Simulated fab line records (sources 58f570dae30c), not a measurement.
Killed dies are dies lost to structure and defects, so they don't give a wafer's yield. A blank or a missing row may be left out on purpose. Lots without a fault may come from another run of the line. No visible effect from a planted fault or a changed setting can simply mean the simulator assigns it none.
fab line records -- flow berkeleyCmos170
record lots=6, wafers=18, lastDay=10
route steps=331 shown NLDD@159 SPACER@171
lots with no fault: from the same line, run without faults
startH: hours from the record's opening day to when the first of the lot's shown wafers began -- waitH: how many hours have passed since the lot's step before this one -- " identical to the entry in the row above -- L1.1+2: several wafers, shown together as one row -- - no value, or no start was given -- * or withheld: withheld -- < > ~ a bound
route shown NAME@n: NAME is a module with steps in the file, n the number in the route of the first one -- usual: the fault-free wafers' mean and standard deviation -- same: alike in all rows -- chamber/n: place in a boat -- sites: the reading at each site -- _std_site: their standard deviation -- _edge_site: mean of outer sites minus mean of inner sites -- radiusMm: for every site, how far away it sits from the centre of the wafer -- mask NAME#n: copy n -- behind: the most recent tool/chamber to have shaped the wafer -- hold: the reason the lot was held/the length of the hold in hours/how it ended -- device: the transistor (n, p or np) that didn't switch -- end of line: the route-end tests of the same wafers -- for a step that has no rows: nothing shown but its recipe -- killed: at the first sort, the dies lost to defects and structure; wafer yield is something else -- map: shows each die of a wafer: x if killed, . if not, _ if none is there
set.NAME: the setting as run; set.NAME@STEP: as run at that earlier step -- model.NAME: the simulator's own value behind a step, which no gauge read
lots at selected steps of the route; one table per step, one row per wafer
services: a tool's chamber out of use, with start hour (startH, from the record's first day; less than 0 if before it), hours out, and reason
## steps
# step UCB170_NLDD_COAT_01
# recipe resist=KrF, spinRpm=1500, resistThkNm=900
# step UCB170_NLDD_SOFTBAKE_02
# recipe resist=KrF, tempC=130, timeS=60
# step UCB170_NLDD_EXPOSE_03
# recipe maskId=NSELECT, na=0.5, sigmaOuter=0.6, sourceShape=conventional, targetCdNm=1200, doseMj=30
# step UCB170_NLDD_PEB_04
# recipe pebTempC=130, pebTimeS=withheld, resist=KrF
# step UCB170_NLDD_DEVELOP_05
# recipe developer=TMAH, developTimeS=45, resist=KrF, devTempC=21
# step UCB170_NLDD_CD_MEAS_06
# recipe targetCdNm=1200
# usual cdNm=1200.0/1.4
lot.wafer,tool,chamber,startH,waitH,cdNm
L108.1,cdSem-02,-,169.34,-,1196.6
L108.4,cdSem-02,-,169.34,-,1198.2
L108.5,cdSem-02,-,169.34,-,1199.1
L107.1,cdSem-01,-,174.01,-,1202.6
L107.4,cdSem-01,-,174.01,-,1202.5
L107.5,cdSem-01,-,174.01,-,1203.9
L106.1,cdSem-01,-,174.17,-,1201.0
L106.5,cdSem-01,-,174.17,-,1201.0
L106.6,cdSem-01,-,174.17,-,1199.1
L114.1,cdSem-02,-,213.33,-,1199.7
L114.2,cdSem-02,-,213.33,-,1202.7
L114.3,cdSem-02,-,213.33,-,1202.5
L118.2,cdSem-01,-,214.19,-,1201.3
L118.4,cdSem-01,-,214.19,-,1198.3
L118.6,cdSem-01,-,214.19,-,1199.4
L116.2,cdSem-01,-,214.75,-,1201.9
L116.3,cdSem-01,-,214.75,-,1201.6
L116.5,cdSem-01,-,214.75,-,1201.6
# step UCB170_NLDD_OVL_MEAS_07
# usual NLDD_OVL=-1/6.7
lot.wafer,tool,chamber,startH,waitH,NLDD_OVL[nm]
L108.1,overlay-02,-,169.46,0.1,-12
L108.4,overlay-02,-,169.46,0.1,-8
L108.5,overlay-02,-,169.46,0.1,-8
L107.1,overlay-02,-,174.13,0.1,1
L107.4,overlay-02,-,174.13,0.1,1
L107.5,overlay-02,-,174.13,0.1,2
L106.1,overlay-02,-,174.29,0.1,3
L106.5,overlay-02,-,174.29,0.1,0
L106.6,overlay-02,-,174.29,0.1,-2
L114.1,overlay-02,-,213.45,0.1,-6
L114.2,overlay-02,-,213.45,0.1,-3
L114.3,overlay-02,-,213.45,0.1,-6
L118.2,overlay-01,-,214.30,0.1,-7
L118.4,overlay-01,-,214.30,0.1,-2
L118.6,overlay-01,-,214.30,0.1,-3
L116.2,overlay-01,-,214.86,0.1,-2
L116.3,overlay-01,-,214.86,0.1,2
L116.5,overlay-01,-,214.86,0.1,-6
# step UCB170_NLDD_IMPLANT_08
# recipe species=As, doseCm2=5e+13, energyKev=30, tiltDeg=7, rotationDeg=0
# step UCB170_NLDD_IMPLANT_09
# recipe species=As, doseCm2=5e+13, energyKev=30, tiltDeg=7, rotationDeg=180
# step UCB170_NLDD_STRIP_10
# recipe chemistry=O2, powerW=400, pressureMtorr=3500, platenTempC=withheld, o2FlowSccm=400, overashFraction=0.5
# usual drypumpMotorCurrentA=5.7/0.46, oesProductAu=0.734/0.0043, stripTimeToEndpointS=21.66/0.068
lot.wafer,tool,chamber,startH,waitH,drypumpMotorCurrentA,oesProductAu,rfHoursCounterH,stripTimeToEndpointS
L108.1,plasmaAsher-02,0,169.80,0.1,5.0,0.733,46,21.57
L108.4,plasmaAsher-02,0,169.80,0.1,5.0,0.739,-,21.48
L108.5,plasmaAsher-02,0,169.80,0.1,5.1,0.735,-,21.47
L107.1,plasmaAsher-02,1,174.47,0.1,5.9,0.732,46,21.70
L107.4,plasmaAsher-02,1,174.47,0.1,5.9,0.735,-,21.65
L107.5,plasmaAsher-02,1,174.47,0.1,5.9,0.731,-,21.65
L106.1,plasmaAsher-03,0,174.63,0.1,6.3,0.730,5,21.64
L106.5,plasmaAsher-03,0,174.63,0.1,6.3,0.735,-,21.61
L106.6,plasmaAsher-03,1,174.63,0.1,5.6,0.733,-,21.73
L114.1,plasmaAsher-03,1,213.79,0.1,5.6,0.738,10,21.71
L114.2,plasmaAsher-03,0,213.79,0.1,6.3,0.735,10,21.72
L114.3,plasmaAsher-03,0,213.79,0.1,6.3,0.734,-,21.59
L118.2,plasmaAsher-01,0,214.63,0.1,5.1,0.727,45,21.60
L118.4,plasmaAsher-01,1,214.63,0.1,5.9,0.741,-,21.62
L118.6,plasmaAsher-01,0,214.63,0.1,5.1,0.728,-,21.62
L116.2,plasmaAsher-02,0,215.19,0.1,5.1,0.737,51,21.69
L116.3,plasmaAsher-02,0,215.19,0.1,5.1,0.731,-,21.77
L116.5,plasmaAsher-02,1,215.19,0.1,5.9,0.733,-,21.76
# step UCB170_NLDD_TW_MEAS_11
# usual NLDD_TW=2235/19
lot.wafer,tool,chamber,startH,waitH,NLDD_TW
L108.1,filmMetro-04,-,169.90,0.1,2272
L108.4,filmMetro-04,-,169.90,0.1,2274
L108.5,filmMetro-04,-,169.90,0.1,2269
L107.1,filmMetro-02,-,174.57,0.1,2234
L107.4,filmMetro-02,-,174.57,0.1,2229
L107.5,filmMetro-02,-,174.57,0.1,2224
L106.1,filmMetro-03,-,174.73,0.1,2209
L106.5,filmMetro-03,-,174.73,0.1,2212
L106.6,filmMetro-03,-,174.73,0.1,2214
L114.1,filmMetro-03,-,213.89,0.1,2237
L114.2,filmMetro-03,-,213.89,0.1,2230
L114.3,filmMetro-03,-,213.89,0.1,2222
L118.2,filmMetro-03,-,214.74,0.1,2226
L118.4,filmMetro-03,-,214.74,0.1,2230
L118.6,filmMetro-03,-,214.74,0.1,2220
L116.2,filmMetro-04,-,215.30,0.1,2279
L116.3,filmMetro-04,-,215.30,0.1,2264
L116.5,filmMetro-04,-,215.30,0.1,2269
# step UCB170_NLDD_CLEAN_12
# recipe chemistry=SPM, tempC=120, timeS=600
# step UCB170_SPACER_CVD_00
# recipe material=SiO2, targetThkNm=376, tempC=390, precursor=TEOS/O2, timeS=47, rfW=550, pressureMtorr=9000
# usual heaterPowerW=238/40
lot.wafer,tool,chamber,startH,waitH,heaterPowerW
L108.1,pecvd-02,1,171.45,0.0,275
L108.4,pecvd-02,1,171.45,0.0,285
L108.5,pecvd-02,0,171.45,0.0,176
L106.1,pecvd-02,2,175.82,0.0,266
L106.5,pecvd-02,2,175.82,0.0,190
L106.6,pecvd-02,0,175.82,0.0,199
L107.1,pecvd-04,1,175.82,0.0,298
L107.4,pecvd-04,0,175.82,0.0,180
L107.5,pecvd-04,2,175.82,0.0,186
L114.1,pecvd-01,1,214.12,0.0,176
L114.2,pecvd-01,2,214.12,0.0,228
L114.3,pecvd-01,0,214.12,0.0,248
L116.2,pecvd-04,2,216.50,0.0,243
L116.3,pecvd-04,1,216.50,0.0,293
L116.5,pecvd-04,0,216.50,0.0,223
L116.2,pecvd-04,2,216.71,0.2,242
L116.3,pecvd-04,1,216.71,0.2,293
L116.5,pecvd-04,0,216.71,0.2,216
L118.2,pecvd-02,0,216.50,0.0,193
L118.4,pecvd-02,0,216.50,0.0,204
L118.6,pecvd-02,1,216.50,0.0,265
L118.2,pecvd-02,0,216.71,0.2,201
L118.4,pecvd-02,0,216.71,0.2,198
L118.6,pecvd-02,1,216.71,0.2,263
# step UCB170_SPACER_THK_MEAS_01
# recipe reads=SiO2_of_SPACER_CVD_00
# usual SPACER_TEOS_THK=375/5.4
lot.wafer,tool,chamber,startH,waitH,SPACER_TEOS_THK[nm]
L108.1,filmMetro-03,-,171.49,0.0,371
L108.4,filmMetro-03,-,171.49,0.0,381
L108.5,filmMetro-03,-,171.49,0.0,383
L106.1,filmMetro-03,-,175.86,0.0,375
L106.5,filmMetro-03,-,175.86,0.0,380
L106.6,filmMetro-03,-,175.86,0.0,378
L107.1,filmMetro-01,-,175.86,0.0,368
L107.4,filmMetro-01,-,175.86,0.0,376
L107.5,filmMetro-01,-,175.86,0.0,377
L114.1,filmMetro-01,-,214.16,0.0,370
L114.2,filmMetro-01,-,214.16,0.0,365
L114.3,filmMetro-01,-,214.16,0.0,367
L116.2,filmMetro-02,-,216.76,0.0,742
L116.3,filmMetro-02,-,216.76,0.0,744
L116.5,filmMetro-02,-,216.76,0.0,752
L118.2,filmMetro-01,-,216.76,0.0,749
L118.4,filmMetro-01,-,216.76,0.0,752
L118.6,filmMetro-01,-,216.76,0.0,762
# step UCB170_SPACER_ANNEAL_02
# recipe tempC=900, timeS=1800, ambient=N2
# step UCB170_SPACER_ETCHBACK_03
# recipe stopOn=Si, target=SiO2, chemistry=CHF3/CF4/Ar, CHF3_flow_sccm=50, cf4FlowSccm=10, Ar_flow_sccm=120, pressureMtorr=200, rfW=500, targetDepthA=3760, timeS=100
# usual drypumpMotorCurrentA=5.3/0.46, mfcArSccm=120.0/0.37, oesProductAu=0.892/0.018, throttleValvePct=6.46/0.1
lot.wafer,tool,chamber,startH,waitH,drypumpMotorCurrentA,mfcArSccm,oesProductAu,rfHoursCounterH,throttleValvePct,model.etch.depthNm
L108.1,rieDiel-02,0,175.91,0.0,5.7,120.6,0.886,135,6.30,371
L108.4,rieDiel-02,3,175.91,0.0,5.1,120.0,0.907,3,6.47,380.5
L108.5,rieDiel-02,2,175.91,0.0,5.9,119.4,0.904,-,6.53,382.9
L106.1,rieDiel-01,2,180.01,0.0,6.2,120.2,0.892,1,6.52,374.4
L106.5,rieDiel-01,0,180.01,0.0,5.4,120.4,0.899,-,6.66,379.8
L106.6,rieDiel-01,1,180.01,0.0,5.6,120.2,0.892,-,6.32,377.5
L107.1,rieDiel-02,0,180.01,0.0,5.7,119.9,0.874,135,6.29,367.8
L107.4,rieDiel-02,3,180.01,0.0,5.1,119.4,0.894,4,6.45,375.8
L107.5,rieDiel-02,1,180.01,0.0,5.6,119.0,0.926,-,6.53,377.5
L114.1,rieDiel-01,2,219.81,0.0,6.2,119.8,0.886,3,6.55,370.2
L114.2,rieDiel-01,3,219.81,0.0,4.8,119.8,0.859,42,6.30,364.9
L114.3,rieDiel-01,1,219.81,0.0,5.6,119.6,0.873,38,6.29,366.5
L116.2,rieDiel-02,3,219.81,0.0,5.1,120.6,0.970,6,6.46,414.6
L116.3,rieDiel-02,2,219.81,0.0,5.9,120.1,0.952,115,6.51,417.2
L116.5,rieDiel-02,3,219.81,0.0,5.1,120.3,0.971,-,6.47,414.3
L118.2,rieDiel-03,1,219.81,0.0,4.7,120.4,1.035,58,6.43,436.8
L118.4,rieDiel-03,2,219.81,0.0,4.8,119.7,0.981,5,6.49,419.4
L118.6,rieDiel-03,1,219.81,0.0,4.7,119.9,1.038,-,6.41,436
## services
tool,chamber,startH,hours,kind
pecvd-01,0,149.50,-,clean
pecvd-01,1,149.50,-,clean
pecvd-01,2,149.50,-,clean
rieDiel-03,1,157.92,4.5,repair
pecvd-01,-,162.65,6.0,pm
rieDiel-01,3,175.37,2.2,repair
rieDiel-02,-,196.59,0.4,repair
rieDiel-01,0,214.27,6.6,repair
pecvd-04,-,219.75,0.7,repair
## key
firstSign step=UCB170_SPACER_CVD_00, reading=visit, direction=added
effect step=UCB170_SPACER_THK_MEAS_01, reading=SPACER_TEOS_THK, direction=up, sigmas=70, usual=375, struck=750
effect step=UCB170_SPACER_ETCHBACK_03, reading=oesProductAu, direction=up, sigmas=5.6, usual=0.892, struck=0.991
modelEffect step=UCB170_SPACER_ETCHBACK_03, value=etch.depthNm, without=378, struck=423
metAt UCB170_SPACER_CVD_00
struckWafers L116.2,L116.3,L116.5,L118.2,L118.4,L118.6
laterRowsLeftOut L116.2,L116.3,L116.5,L118.2,L118.4,L118.6
sortLeftOut L116.2,L116.3,L116.5,L118.2,L118.4,L118.6
testerLeftOut L116,L118
fault kind=repeatedStepWhole, tool=pecvd-01,pecvd-02,pecvd-04, chamber=-, onsetH=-, steps=UCB170_SPACER_CVD_00, times=1, scope=struckLotsOnly
# testerLeftOut: of these lots the tester's yield and bins aren't shown, on N5 and GAA mostly nor the transistor test; their killed dies are dies lost to structure and defects alone, not to doping, threshold or leakage, so they don't give the yield
# sortLeftOut: the simulated sort isn't trusted on such a fault, so these wafers' sort isn't shown, and their yield isn't known
# laterRowsLeftOut: the simulator's readings of these wafers behind a module that went badly wrong aren't trusted and aren't shown, but for the sort
